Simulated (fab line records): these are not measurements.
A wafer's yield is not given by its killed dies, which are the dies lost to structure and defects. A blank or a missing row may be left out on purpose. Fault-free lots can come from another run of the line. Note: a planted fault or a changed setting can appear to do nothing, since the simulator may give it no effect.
Split-lot study | flow berkeleyCmos170 | route with 331 steps; 5 lots, 21 wafers read

== THE SPLIT ITSELF ==
At UCB170_SPACER_ETCHBACK_03 (etches SiO2 in CHF3/CF4/Ar, stops on Si, target depth 376 nm, time 100 s), the setting timeS was moved away from the recipe's 100 s on 9 of the 21 wafers read, by -31.9% to +26.7%. This setting was run at the recipe's value on the other wafers.

No step appears in the file between the split and the reading.

== THE READING ==
etest.pldd.lineOhmUm (the simulator's own value, which no gauge read), at UCB170_M3_PROBE_99. The file does not state a usual value for it. Average 1801.0, standard deviation 67, over the 12 wafers here run with the recipe.

wafer  | tool, chamber at the split | timeS as run, s | against the recipe | etest.pldd.lineOhmUm | against lot-mates on the recipe
L077.1 | rieDiel-02, 3,0,0          | 100             | recipe             | 1796                 | -
L077.2 | rieDiel-02, 3,0,0          | 100             | recipe             | 1722                 | -
L077.3 | rieDiel-02, 1,1,3          | 126.7           | +26.7%             | 131.8                | -1601.5
L077.4 | rieDiel-02, 3,0,0          | 100             | recipe             | 1682                 | -
L077.5 | rieDiel-02, 1,1,3          | 126.7           | +26.7%             | 138.4                | -1594.9
L077.6 | rieDiel-02, 1,1,3          | 126.7           | +26.7%             | 155.2                | -1578.1
L078.1 | rieDiel-01, 2,3,1          | 68.09           | -31.9%             | 1732                 | no lot-mate on the recipe
L078.2 | rieDiel-01, 2,3,1          | 68.09           | -31.9%             | 1743                 | no lot-mate on the recipe
L078.3 | rieDiel-01, 2,3,1          | 68.09           | -31.9%             | 1771                 | no lot-mate on the recipe
L079.1 | rieDiel-04, 0,3,0          | 84.2            | -15.8%             | 1828                 | +29.3
L079.2 | rieDiel-04, 1,2,1          | 100             | recipe             | 1761                 | -
L079.3 | rieDiel-04, 1,2,1          | 100             | recipe             | 1827                 | -
L079.4 | rieDiel-04, 0,3,0          | 84.2            | -15.8%             | 1820                 | +21.3
L079.5 | rieDiel-04, 0,3,0          | 84.2            | -15.8%             | 1841                 | +42.3
L079.6 | rieDiel-04, 1,2,1          | 100             | recipe             | 1808                 | -
L085.1 | rieDiel-04, 3,1,1          | 100             | recipe             | 1790                 | -
L085.3 | rieDiel-04, 3,1,1          | 100             | recipe             | 1768                 | -
L085.6 | rieDiel-04, 3,1,1          | 100             | recipe             | 1817                 | -
L082.3 | rieDiel-01, 2,0,0          | 100             | recipe             | 1796                 | -
L082.4 | rieDiel-01, 2,0,0          | 100             | recipe             | 1937                 | -
L082.6 | rieDiel-01, 2,0,0          | 100             | recipe             | 1908                 | -
Where a row lists several chambers, the file gives one row for several wafers and doesn't say which wafer went through which chamber.

THE FIT
A straight line over all 21 wafers: etest.pldd.lineOhmUm changes by -25.1 for each +1% of timeS; r = -0.71; the points scatter about the line by 4.3e+02.
The same after taking each lot's own level away (the mean of its wafers on the recipe; 18 wafers): -42.6 for each +1%; r = -0.89; scatter 2.8e+02.
That fit puts the effect of the largest move of timeS on the reading at 1.4e+03.
Across the lots, their own levels run from 1733.33 to 1880.33, a range of 2.2 times the standard deviation given above.
So the lot-to-lot level blurs the effect unless lot-mates are compared.
Check: -1.21e+03 against its lot-mates is what the line predicts for one of the wafers moved furthest among these (+26.7%) when that wafer is left out of the fit. It came out at -1.6e+03 against them.

== THESE WAFERS: OTHER SPLITS ==
Other splits were also applied to these wafers ahead of the reading. Each is held against what the fit with the lots' levels taken away leaves over:
other split on the same wafers | wafers away from the commonest value | r with etest.pldd.lineOhmUm (lot level and that fit taken away)
UCB170_NWELL_CVD_04 timeS      | 9                                    | -0.37

== FILE'S OWN FIT ==
etest.pldd.lineOhmUm changes by -44.7 for each +1% of timeS, r = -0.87.
